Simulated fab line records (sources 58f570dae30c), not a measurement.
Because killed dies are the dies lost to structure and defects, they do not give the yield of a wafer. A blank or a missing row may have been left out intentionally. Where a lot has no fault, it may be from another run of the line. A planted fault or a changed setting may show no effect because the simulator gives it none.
Comparing a struck lot with a sound one || flow berkeleyCmos170 || 27 steps out of a route of 331
Sound: the wafers L483.1, L483.2, L483.5. The struck wafers were L487.1, L487.4, L487.6. At the end, the cause is stated.
Per side, at each step with rows, come the tool, then ch with its chambers, and then its first start. Under that, the readings that differ: sound wafers || struck wafers || difference of the means || sigmas: that difference in standard deviations of wafers without a fault.
alike: a reading whose means differ by less than 2 such deviations, as well as words and numbers matching on both sides. not compared: withheld readings; readings where some wafer has no value; bounds like >300 that might hide an equal value; numbers whose values overlap and for which the record gives no deviation.
The two part at a step that has a row with sigmas, a row that says differs or no value, or rows on one side only. Non-overlapping numbers with no deviation appear without sigmas and do not part them. A reading that every wafer of one side lacks parts them only if that side has two wafers or more.

UCB170_SPACER_THK_MEAS_01:
  struck on filmMetro-04, day 8 08:26; sound on filmMetro-02, day 7 22:39
  alike: SPACER_TEOS_THK
then, 1 step without rows for these wafers: UCB170_SPACER_ANNEAL_02 (time 1800 s).
UCB170_SPACER_ETCHBACK_03: etches SiO2 in CHF3/CF4/Ar, stops on Si, target depth 376 nm, time 100 s.
  sound on rieDiel-03 ch 0,2,3, day 8 04:03; struck on rieDiel-01 ch 0,2,3, day 8 11:43
  alike: drypumpMotorCurrentA, oesProductAu, throttleValvePct
  not compared: rfHoursCounterH
then, 6 steps without rows for these wafers: UCB170_PSD_HMDS_00 (prime time 60 s); UCB170_PSD_COAT_01 (resist thk 900 nm); UCB170_PSD_SOFTBAKE_02 (time 60 s); UCB170_PSD_EXPOSE_03 (exposes mask PSELECT MOD, target cd 1200 nm); UCB170_PSD_PEB_04; UCB170_PSD_DEVELOP_05 (develop time 45 s).
UCB170_PSD_CD_MEAS_06: the cd target is 1200 nm.
  struck on cdSem-01, day 8 13:14; sound on cdSem-01, day 8 05:32
  alike: cdNm
UCB170_PSD_OVL_MEAS_07:
  struck on overlay-01, day 8 13:22; sound on overlay-01, day 8 05:40
  alike: PSD_OVL
after that, 1 step had no rows for these wafers: UCB170_PSD_IMPLANT_08.
UCB170_PSD_STRIP_09: strips in O2.
  sound on plasmaAsher-03 ch 0,1, day 8 05:51; struck on plasmaAsher-01 ch 0,1, day 8 13:32
  no value came back on the struck wafers for chamberPressureMTorr (mTorr), drypumpMotorCurrentA (A), oesProductAu (a.u.), stripTimeToEndpointS (s); on the sound wafers chamberPressureMTorr (mTorr) reads 3497.6 3499.4 3499.4
{"reading": "model.KrF_of_PSD_COAT_01.thkNm (nm)", "sound": "0 0 0", "struck": "886.2 884.9 886", "difference": "+885.7", "sigmas": ""}
  not compared: rfHoursCounterH
UCB170_PSD_TW_MEAS_10:
  struck on filmMetro-01, day 8 13:38; sound on filmMetro-02, day 8 05:57
{"reading": "PSD_TW", "sound": "2310 2328 2314", "struck": "2354 2346 2357", "difference": "+35", "sigmas": "+2"}
then, 7 steps without rows for these wafers: UCB170_PSD_CLEAN_11 (cleans in SPM, time 600 s); UCB170_NSD_HMDS_00 (prime time 60 s); UCB170_NSD_COAT_01 (resist thk 900 nm); UCB170_NSD_SOFTBAKE_02 (time 60 s); UCB170_NSD_EXPOSE_03 (exposes mask NSELECT MOD, target cd 1200 nm); UCB170_NSD_PEB_04; UCB170_NSD_DEVELOP_05 (develop time 45 s).
UCB170_NSD_CD_MEAS_06: the cd target is 1200 nm.
  struck on cdSem-02, day 8 14:45; sound on cdSem-01, day 8 09:30
  alike: cdNm
UCB170_NSD_OVL_MEAS_07:
  struck on overlay-01, day 8 14:54; sound on overlay-01, day 8 09:37
  alike: NSD_OVL
after that, 1 step had no rows for these wafers: UCB170_NSD_IMPLANT_08.
UCB170_NSD_STRIP_09: strips in O2.
  sound on plasmaAsher-01 ch 0,1, day 8 09:49; struck on plasmaAsher-03 ch 0,1, day 8 15:05
{"reading": "oesProductAu (a.u.)", "sound": "0.542 0.538 0.533", "struck": "0.616 0.624 0.630", "difference": "+0.086", "sigmas": "+18"}
{"reading": "stripTimeToEndpointS (s)", "sound": "35.77 35.76 35.86", "struck": "62.01 61.99 61.95", "difference": "+26.19", "sigmas": "+99 or more"}
  alike: chamberPressureMTorr, drypumpMotorCurrentA
  not compared: rfHoursCounterH
UCB170_NSD_TW_MEAS_10:
  struck on filmMetro-03, day 8 15:25; sound on filmMetro-01, day 8 09:55
{"reading": "NSD_TW", "sound": "4226 4243 4226", "struck": "30 30 30", "difference": -4202, "sigmas": "-99 or more"}
  not compared: hold
UCB170_M3_PROBE_99:
  the record holds rows for the sound wafers here (prober-01, day 9 12:09) but none for the struck ones

== WHERE THEY PART ==
First at UCB170_PSD_STRIP_09; last, within this record, at UCB170_M3_PROBE_99.

WHY: whatever the simulator had introduced
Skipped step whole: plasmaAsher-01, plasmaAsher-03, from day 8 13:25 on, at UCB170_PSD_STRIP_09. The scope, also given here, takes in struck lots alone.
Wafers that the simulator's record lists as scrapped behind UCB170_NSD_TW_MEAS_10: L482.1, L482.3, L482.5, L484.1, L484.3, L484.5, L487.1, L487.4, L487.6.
